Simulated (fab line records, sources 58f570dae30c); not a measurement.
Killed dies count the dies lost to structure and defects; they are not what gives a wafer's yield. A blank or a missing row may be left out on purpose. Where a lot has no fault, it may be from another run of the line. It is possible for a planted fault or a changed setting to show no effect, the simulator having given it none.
Code-filled problem report in 8D (eight disciplines) form -- flow berkeley_cmos170 -- the parts of the form that need people (team, actions taken, sign-off) are left out

1. THE PROBLEM
Across 9 wafers from 3 lots, NLDD_TW at UCB170_NLDD_TW_MEAS_11 averages 2313, while fault-free wafers read 2205 with a standard deviation of 10. That is +11 standard deviations from the usual mean.
Earliest sighting: wafer L765.2 on film_metro-03 at day 8 08:08. The record has a number at this step for 45 wafers belonging to 15 lots. By rule, "out" or "out of limits" means more than 4 standard deviations away from the usual mean. Any other wafer with a number is counted as sound.

2. WHAT IT IS, WHAT IT ISN'T
question,is,is not
which readings at this step,NLDD_TW,-
which lots,"L764, L765, L766","L755, L756, L760, L769, L770, L771, L772, L773, L774, L776, L777, L778"
which wafers of those lots,all that have a number,-
read on which gauges,"film_metro-01, film_metro-03",film_metro-04
when,from day 8 08:08,"up to then (9 sound wafers); but 27 sound wafers of L769, L770, L771, L772, L773, L774, L776, L777, L778 came after"

3. SUSPECTS, AND WHAT RULES EACH OUT
Counting: any tool at a process step up to the reading is kept as a suspect provided that every lot that is out went through it and no sound lot did after the first of them.
- the gauge at UCB170_NLDD_TW_MEAS_11: ruled out. Those wafers that are out were read across 2 gauges (film_metro-01, film_metro-03).
- implanter-04 at UCB170_NLDD_IMPLANT_09: ruled out as a lasting fault. Following L765 (day 8 07:54), the first lot on it that is out, the sound lots L777 were run on it.
Left after counting: nothing in the record.

4. THE CAUSE (what the simulator had put in)
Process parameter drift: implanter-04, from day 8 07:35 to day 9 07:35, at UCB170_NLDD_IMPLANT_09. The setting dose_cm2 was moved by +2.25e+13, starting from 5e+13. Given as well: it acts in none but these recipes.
The count ruled it out by mistake, since the rule takes a fault to strike every lot its tool runs from the start of the fault on, and this one did not do so.

5. THE CHAIN OF EFFECTS, in route order
Each row: a reading where the mean over the struck wafers with a number is more than 3 standard deviations away from the usual. Only readings whose record carries a usual standard deviation are examined. hours: median over the lots of the time between each lot's start at the first step of this table that gives one and its start at this step. sigmas: the change, counted in usual standard deviations.
hours,step,reading,usual,on struck wafers,change,sigmas
0,UCB170_NLDD_IMPLANT_09,dose_ions_cm2,4.999e+13,7.252e+13,+2.253e+13,+99 or more
0,UCB170_NLDD_IMPLANT_09,faraday_current_uA,159,233,+74,+24
0,UCB170_NLDD_TW_MEAS_11,NLDD_TW,2205,2313,+108,+11
12,UCB170_SDANNEAL_RS_MEAS_05,NLDD_RS,616.2 ohm/sq,536.2,-80.0,-62
The process steps in it:
- UCB170_NLDD_IMPLANT_09
Later measuring or inspecting steps at which every struck wafer that the step has a row for has a number for every such reading, and none has moved that far: UCB170_V1_THK_MEAS_04, UCB170_V2_CD_MEAS_12.

6. WHAT WOULD HAVE CAUGHT IT SOONER
In this record the first reading out of limits at a measuring or inspecting step was taken at day 8 08:08, 1 hour after the fault began at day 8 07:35.
At UCB170_NLDD_IMPLANT_09, the tool's own readings (dose_ions_cm2, faraday_current_uA) were out on each struck wafer the step has a row for, so an alarm limit on them would have fired on the first such wafer.
